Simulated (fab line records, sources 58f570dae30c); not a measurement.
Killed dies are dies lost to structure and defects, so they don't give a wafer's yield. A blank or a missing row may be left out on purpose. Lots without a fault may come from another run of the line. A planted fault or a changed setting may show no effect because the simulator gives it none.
Chamber matching | flow berkeley_cmos170 | UCB170_GATE_ETCH_15 on rie_si-02: 4 sister chambers
The step etches poly-Si in HBr/Cl2, stops on SiO2, time 56.3 s, target depth 278.2 nm. 7 wafers are shown with their chamber, then 7 later ones without.

WAFERS WITH THEIR CHAMBER
wafer  | chamber | throttle_valve_pct (%) | drypump_motor_current_A (A)
L236.3 | 1       | 26.44                  | 5.9
L241.6 | 0       | 26.45                  | 5.7
L243.1 | 2       | 26.72                  | 5.6
L243.3 | 3       | 26.65                  | 6.6
L243.4 | 2       | 26.74                  | 5.6
L253.3 | 3       | 26.66                  | 6.5
L253.4 | 0       | 26.44                  | 5.7

WAFERS WITHOUT THEIR CHAMBER
wafer  | throttle_valve_pct (%) | drypump_motor_current_A (A)
L253.5 | 26.45                  | 5.7
L256.1 | 26.74                  | 5.6
L256.2 | 26.42                  | 5.7
L256.5 | 26.72                  | 5.6
L257.3 | 26.45                  | 5.7
L257.4 | 26.66                  | 6.5
L257.6 | 26.43                  | 5.7

WHICH CHAMBER EACH WENT THROUGH
wafer  | from the rows above | in truth
L253.5 | 0                   | 0
L256.1 | 2                   | 2
L256.2 | 0                   | 0
L256.5 | 2                   | 2
L257.3 | 0                   | 0
L257.4 | 3                   | 3
L257.6 | 0                   | 0
Placed correctly: 7 of 7. Can't be placed from these rows: 0. Placed wrongly: 0.
How it was worked out, from the rows above alone: a wafer's distance from a chamber is the root of the sum, over the readings, of the square of ((its reading less the chamber's mean) divided by the reading's scatter). The wafer belongs to the nearest chamber; if the next one is less than 2 further off, it can't be placed. A chamber's mean is the mean of its shown wafers. The scatter: the root of (the sum of the squares of (reading less its chamber's mean) over the shown wafers, divided by (wafers less chambers)).
